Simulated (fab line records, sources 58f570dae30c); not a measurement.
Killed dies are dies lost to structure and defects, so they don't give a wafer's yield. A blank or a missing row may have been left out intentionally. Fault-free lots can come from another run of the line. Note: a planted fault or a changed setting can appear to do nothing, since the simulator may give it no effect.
Which of the tools did it? | flow berkeley cmos170 | Sampling: 7 lots, 21 wafers, 3 of 331 route steps

== WHAT THE GAUGES READ, wafer by wafer ==
UCB170_PSD_TW_MEAS_10.
lot  | measured     | on            | PSD_TW
L969 | day 7 11:18  | film metro-01 | 2325 2341 2354
L971 | day 7 21:37  | film metro-02 | 2331 2321 2334
L973 | day 8 14:27  | film metro-02 | 2337 2328 2358
L979 | day 8 23:19  | film metro-01 | 2369 2347 2342
L980 | day 9 08:44  | film metro-04 | 2298 2290 2303
L985 | day 10 01:45 | film metro-04 | 2287 2300 2297
L986 | day 10 17:03 | film metro-02 | 2313 2329 2333

== TOOL THAT RAN EACH LOT (tool first, then ch and the chambers of the sampled wafers, then the start) ==
lot  | UCB170_PWELL_ETCH_14              | UCB170_NVT_DEVELOP_05
L969 | rie diel-04 ch 1,3, day 3 16:07   | litho track-02 ch 0, day 6 10:00
L971 | rie diel-04 ch 2,3, day 4 08:35   | litho track-04 ch 0, day 6 18:00
L973 | rie diel-03 ch 0,3, day 5 06:02   | litho track-03 ch 0, day 7 09:00
L979 | rie diel-02 ch 1,2,3, day 5 17:36 | litho track-04 ch 0, day 7 23:00
L980 | rie diel-04 ch 0,2, day 6 03:15   | litho track-04 ch 0, day 8 08:00
L985 | rie diel-03 ch 0,2,3, day 6 16:34 | litho track-04 ch 0, day 8 20:00
L986 | rie diel-03 ch 0,2,3, day 7 03:17 | litho track-02 ch 0, day 9 13:00
- UCB170_PWELL_ETCH_14: etches Si3N4 in CH3F/Ar/O2, stops on SiO2, target depth 242 nm, time 151 s.
- UCB170_NVT_DEVELOP_05: develop time 45 s.

== THE ANSWER, worked out from the rows above alone ==
Rule: the usual values come from the lots themselves. Put in order of their means at a reading, lots are off if they are a third of the lots or fewer, leave a main group of 4 or more, and stand apart from it by a gap of 3 or more times the standard deviation of the main group's means; of several such gaps the widest counts. If all means in a main group match to the digits the tables above print for the reading, that group is not used. A lot without any number at a reading at which 4 lots or more have one is off too. Any other lot the step has rows for is counted as sound.
Across all readings shown, no lot is off: no conclusion can be drawn from this.

== WHAT THE SIMULATOR HAD PUT IN ==
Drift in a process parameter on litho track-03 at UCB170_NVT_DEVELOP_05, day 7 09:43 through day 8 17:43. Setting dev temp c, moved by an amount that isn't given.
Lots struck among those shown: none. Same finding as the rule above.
